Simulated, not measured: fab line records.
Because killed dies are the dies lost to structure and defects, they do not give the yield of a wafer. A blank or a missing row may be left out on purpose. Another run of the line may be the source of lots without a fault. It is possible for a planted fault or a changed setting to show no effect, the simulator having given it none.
One fault seen from 2 desks || flow berkeley-cmos170 || what lay behind the numbers comes last; until then each desk has only its own

== TOOL OWNER'S DESK, litho-track-01 ==
The tool's own readings at UCB170_NWELL_DEVELOP_11 (develop time 45 s): means of the sampled wafers that have a number, for each lot that ran on this tool. If a lot's mean is further than 4 standard deviations from the usual mean, the lot is out of limits and carries the mark OUT (the distance appears in the brackets).
Columns: A = developer-temp-C at UCB170_NWELL_DEVELOP_11, usual 21.00 C
{"lot": "L689", "first seen here": "day 2 16:00", "A": 21.10}
{"lot": "L700", "first seen here": "day 5 00:00", "A": "22.98 (+18) OUT"}
{"lot": "L701", "first seen here": "day 5 00:00", "A": "23.13 (+19) OUT"}
Finding of this desk: L700, L701 out of limits; the first was L700 at day 5 00:00, on developer-temp-C at UCB170_NWELL_DEVELOP_11. Within limits: L689.

== AT THE METROLOGY DESK ==
What the gauges read, lot by lot, whatever tool the lot ran on: means of the sampled wafers that have a number. If a lot's mean is further than 4 standard deviations from the usual mean, the lot is out of limits and carries the mark OUT (the distance appears in the brackets).
Columns: A = NWELL_OVL at UCB170_NWELL_OVL_MEAS_12, usual 0 nm; B = NWELL_TW at UCB170_NWELL_TW_MEAS_16, usual 1248; C = SACOX_OXIDE_THK at UCB170_SACOX_THK_MEAS_02, usual 14.37 nm
{"lot": "L689", "first seen here": "day 2 16:20", "A": -5, "B": 1245, "C": 14.69}
{"lot": "L691", "first seen here": "day 2 22:43", "A": -4, "B": 1254, "C": 14.58}
{"lot": "L690", "first seen here": "day 2 22:57", "A": -7, "B": 1252, "C": 14.55}
{"lot": "L693", "first seen here": "day 3 07:01", "A": -6, "B": 1250, "C": 14.56}
{"lot": "L692", "first seen here": "day 3 07:44", "A": 5, "B": 1256, "C": 14.20}
{"lot": "L695", "first seen here": "day 3 16:25", "A": 4, "B": 1242, "C": 14.26}
{"lot": "L697", "first seen here": "day 4 12:19", "A": 1, "B": 1232, "C": 14.33}
{"lot": "L701", "first seen here": "day 5 00:08", "A": 6, "B": 1235, "C": 14.72}
{"lot": "L700", "first seen here": "day 5 00:23", "A": 0, "B": 1245, "C": 14.37}
{"lot": "L705", "first seen here": "day 5 16:21", "A": 5, "B": 1237, "C": 14.21}
{"lot": "L708", "first seen here": "day 5 23:56", "A": 2, "B": 1253, "C": 14.38}
{"lot": "L706", "first seen here": "day 6 00:20", "A": -3, "B": 1248, "C": 14.10}
{"lot": "L711", "first seen here": "day 6 22:13", "A": 1, "B": 1253, "C": 13.91}
{"lot": "L710", "first seen here": "day 6 22:22", "A": -5, "B": 1240, "C": 14.33}
This desk's verdict: no lot among the 14 shows anything out of limits.

== PUT TOGETHER ==
An alarm could have come from the tool owner's desk at day 5 00:00, on L700, L701.
Metrology desk: nothing out of limits seen.
The metrology desk holds a record of L700, L701, inside its limits.
Of the lots named, all ran UCB170_NWELL_DEVELOP_11 on litho-track-01.

== WHAT HAD BEEN PUT IN BY THE SIMULATOR ==
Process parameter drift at UCB170_NWELL_DEVELOP_11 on litho-track-01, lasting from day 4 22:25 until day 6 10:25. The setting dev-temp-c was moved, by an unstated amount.
Struck lots among those shown: L700, L701.
Delay in hours, fault start to first out-of-limits reading, by desk: the tool owner's desk at 2.
